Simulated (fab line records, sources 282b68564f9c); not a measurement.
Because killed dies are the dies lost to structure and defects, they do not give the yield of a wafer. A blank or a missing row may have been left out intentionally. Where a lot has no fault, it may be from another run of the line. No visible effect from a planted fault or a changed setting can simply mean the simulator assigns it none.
Which tool was responsible?	flow ritCmos	7 lots, 21 wafers sampled, at 1 step of a route of 202

WHAT EACH GAUGE READ, for each wafer
RIT_GATE_CD_MEAS_16: the cd target is 150 nm.
lot	measured	on	cdNm (nm)
L599	day 3 01:34	cdSem-01	154.2 154.0 152.6
L603	day 3 18:58	cdSem-01	153.0 149.7 152.1
L607	day 4 14:23	cdSem-01	147.6 148.1 147.4
L609	day 5 00:40	cdSem-01	151.4 151.9 152.3
L611	day 5 10:58	cdSem-01	144.1 145.9 144.4
L615	day 6 16:21	cdSem-01	148.6 149.7 149.0
L617	day 6 21:25	cdSem-01	154.3 149.9 149.2

WHICH TOOL RAN EACH LOT (tool, then ch and the chambers of the sampled wafers, then the start)
Record: no process step prior to these readings.

THE ANSWER, worked out from the rows above alone
Rule: the lots themselves supply what counts as usual. Put in order of their means at a reading, lots are off if they are a third of the lots or fewer, leave a main group of 4 or more, and stand apart from it by a gap of 3 or more times the standard deviation of the main group's means; of several such gaps the widest counts. A main group is skipped when, at the precision printed for the reading in the tables above, its means are all equal. Also off: a lot with no number at a reading for which 4 or more lots have one. All remaining lots with rows at the step are treated as sound.
Nothing can be told from this: no lot is off at any reading shown.

WHAT WAS PUT IN BY THE SIMULATOR
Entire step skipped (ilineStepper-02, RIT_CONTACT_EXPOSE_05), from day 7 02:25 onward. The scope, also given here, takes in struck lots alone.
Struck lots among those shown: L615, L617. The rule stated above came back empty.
